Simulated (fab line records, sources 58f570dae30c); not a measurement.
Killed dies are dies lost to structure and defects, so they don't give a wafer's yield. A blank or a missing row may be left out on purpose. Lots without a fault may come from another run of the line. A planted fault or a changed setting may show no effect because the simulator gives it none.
Which tool did it? | flow berkeley_cmos170 | 14 lots, 42 wafers sampled, at 3 steps of a route of 331

WHAT THE GAUGES READ, wafer by wafer
UCB170_V1_CD_MEAS_12: target cd 700 nm.
lot  | measured     | on        | cd_nm (nm)
L859 | day 7 09:19  | cd_sem-02 | 697.1 698.2 697.7
L858 | day 7 09:59  | cd_sem-02 | 699.9 698.8 699.3
L857 | day 7 09:43  | cd_sem-01 | 700.2 701.4 701.4
L861 | day 7 17:34  | cd_sem-02 | 700.9 700.2 700.6
L860 | day 7 17:46  | cd_sem-01 | 700.0 699.9 699.2
L862 | day 8 07:06  | cd_sem-02 | 700.1 701.8 699.8
L863 | day 8 11:32  | cd_sem-02 | 699.6 701.7 699.3
L864 | day 9 00:00  | cd_sem-02 | 699.5 700.9 701.0
L871 | day 10 09:09 | cd_sem-02 | 701.1 701.7 700.5
L872 | day 10 19:40 | cd_sem-01 | 700.9 701.8 702.2
L874 | day 11 14:16 | cd_sem-01 | 699.5 698.8 698.7
L876 | day 11 14:32 | cd_sem-01 | 700.6 699.6 698.9
L878 | day 11 21:10 | cd_sem-02 | 698.6 698.4 698.4
L880 | day 12 16:54 | cd_sem-02 | 699.4 699.5 698.8

WHICH TOOL RAN EACH LOT (tool, then ch and the chambers of the sampled wafers, then the start)
lot  | UCB170_CONTACT_ETCH_17             | UCB170_M1_SOFTBAKE_05
L859 | rie_diel-03 ch 0,1,3, day 6 22:18  | litho_track-04 ch 0, day 6 23:00
L858 | rie_diel-01 ch 1,2, day 6 22:27    | litho_track-01 ch 0, day 6 23:00
L857 | rie_diel-04 ch 0,2,3, day 7 00:32  | litho_track-04 ch 0, day 7 01:00
L861 | rie_diel-03 ch 0,1, day 7 06:50    | litho_track-02 ch 0, day 7 08:00
L860 | rie_diel-04 ch 0,1,2, day 7 07:39  | litho_track-02 ch 0, day 7 08:00
L862 | rie_diel-04 ch 1,2, day 7 20:20    | litho_track-01 ch 0, day 7 21:00
L863 | rie_diel-03 ch 0,1,2, day 8 03:22  | litho_track-04 ch 0, day 8 04:00
L864 | rie_diel-04 ch 1,2,3, day 8 15:28  | litho_track-02 ch 0, day 8 16:00
L871 | rie_diel-03 ch 0,1,2, day 9 23:25  | litho_track-02 ch 0, day 10 01:00
L872 | rie_diel-03 ch 0,1,3, day 10 08:05 | litho_track-02 ch 0, day 10 09:00
L874 | rie_diel-03 ch 1,2,3, day 11 06:14 | litho_track-01 ch 0, day 11 07:00
L876 | rie_diel-01 ch 1,2,3, day 11 06:44 | litho_track-04 ch 0, day 11 08:00
L878 | rie_diel-01 ch 0,2,3, day 11 12:05 | litho_track-04 ch 0, day 11 13:00
L880 | rie_diel-04 ch 0,1, day 12 06:32   | litho_track-04 ch 0, day 12 08:00
- UCB170_CONTACT_ETCH_17: etches BARC in N2/H2.
- UCB170_M1_SOFTBAKE_05: time 60 s.

WHAT THE TOOLS THEMSELVES READ (means of the sampled wafers that have a number; where no wafer has one, the mark that the record gives instead)
UCB170_CONTACT_ETCH_17.
lot  | tool        | drypump_motor_current_A (A) | n2_flow_sccm (sccm) | oes_product_au (a.u.) | throttle_valve_pct (%)
L859 | rie_diel-03 | 5.8                         | 99.84               | 1.006                 | 13.40
L858 | rie_diel-01 | 6.0                         | 99.94               | 0.997                 | 13.30
L857 | rie_diel-04 | 5.7                         | 100.31              | 1.018                 | 13.20
L861 | rie_diel-03 | 5.9                         | 99.82               | 0.991                 | 13.52
L860 | rie_diel-04 | 5.9                         | 99.85               | 1.015                 | 13.27
L862 | rie_diel-04 | 6.1                         | 100.17              | 1.026                 | 13.33
L863 | rie_diel-03 | 6.1                         | 100.00              | 0.984                 | 13.35
L864 | rie_diel-04 | 5.9                         | 99.60               | 1.022                 | 13.27
L871 | rie_diel-03 | 6.1                         | 100.21              | 0.985                 | 13.36
L872 | rie_diel-03 | 5.8                         | 99.77               | 0.998                 | 13.40
L874 | rie_diel-03 | 5.9                         | 100.08              | 0.996                 | 13.23
L876 | rie_diel-01 | 5.7                         | 100.07              | 0.992                 | 13.22
L878 | rie_diel-01 | 5.7                         | 100.06              | 0.999                 | 13.17
L880 | rie_diel-04 | 6.0                         | 99.89               | 1.021                 | 13.42

UCB170_M1_SOFTBAKE_05.
lot  | tool           | exhaust_pa (Pa) | heater_power_total_W (W) | plate_temp_C (C)
L859 | litho_track-04 | 45.1            | 56.78                    | 129.93
L858 | litho_track-01 | 44.6            | 56.82                    | 130.07
L857 | litho_track-04 | 44.6            | 56.79                    | 129.98
L861 | litho_track-02 | 45.0            | 56.79                    | 130.04
L860 | litho_track-02 | 44.4            | 56.80                    | 130.03
L862 | litho_track-01 | 44.6            | 56.76                    | 129.98
L863 | litho_track-04 | 44.0            | 56.86                    | 130.24
L864 | litho_track-02 | 45.2            | 56.81                    | 130.05
L871 | litho_track-02 | 46.0            | 57.91                    | 131.92
L872 | litho_track-02 | 45.7            | 57.83                    | 131.77
L874 | litho_track-01 | 45.3            | 56.83                    | 129.96
L876 | litho_track-04 | 44.3            | 56.79                    | 130.16
L878 | litho_track-04 | 44.6            | 56.79                    | 130.05
L880 | litho_track-04 | 44.5            | 56.78                    | 129.98

THE ANSWER, worked out from the rows above alone
Rule: what is usual is taken from the lots themselves. Put in order of their means at a reading, lots are off if they are a third of the lots or fewer, leave a main group of 4 or more, and stand apart from it by a gap of 3 or more times the standard deviation of the main group's means; of several such gaps the widest counts. A main group whose means are all the same, to the digits that the tables above print for the reading, isn't used. A lot without any number at a reading at which 4 lots or more have one is off too. The other lots that the step has rows for count as sound. The gauges are gone through in route order, then the tools' own readings, and for those a lot's mean is taken as printed above. The first step at which some lot is off is used, and at that step the reading that is off furthest; a lot without a number counts as furthest.
Off: L871, L872, at UCB170_M1_SOFTBAKE_05 (heater_power_total_W). The main group: mean 56.80 W, standard deviation 0.025.
A tool fits if, at that step or a process step before it, it ran every lot that is off, and no sound lot after the first of them. One fits: litho_track-02 at UCB170_M1_SOFTBAKE_05. Its last sound lot is L864 (day 8 16:00), its first lot that is off L871 (day 10 01:00): a fault that began between those two fits.
The tool's own readings at UCB170_M1_SOFTBAKE_05 bear it out: on the lots that are off they differ by more than 5 times the standard deviation of the sound lots' means. heater_power_total_W reads 57.87 W there against 56.80 W on the sound lots; plate_temp_C reads 131.84 C there against 130.04 C on the sound lots.

WHAT THE SIMULATOR HAD PUT IN
Process parameter drift: litho_track-02, from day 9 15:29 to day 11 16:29, at UCB170_M1_SOFTBAKE_05. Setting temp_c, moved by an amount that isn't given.
Lots struck among those shown: L871, L872. The rule above found the same.
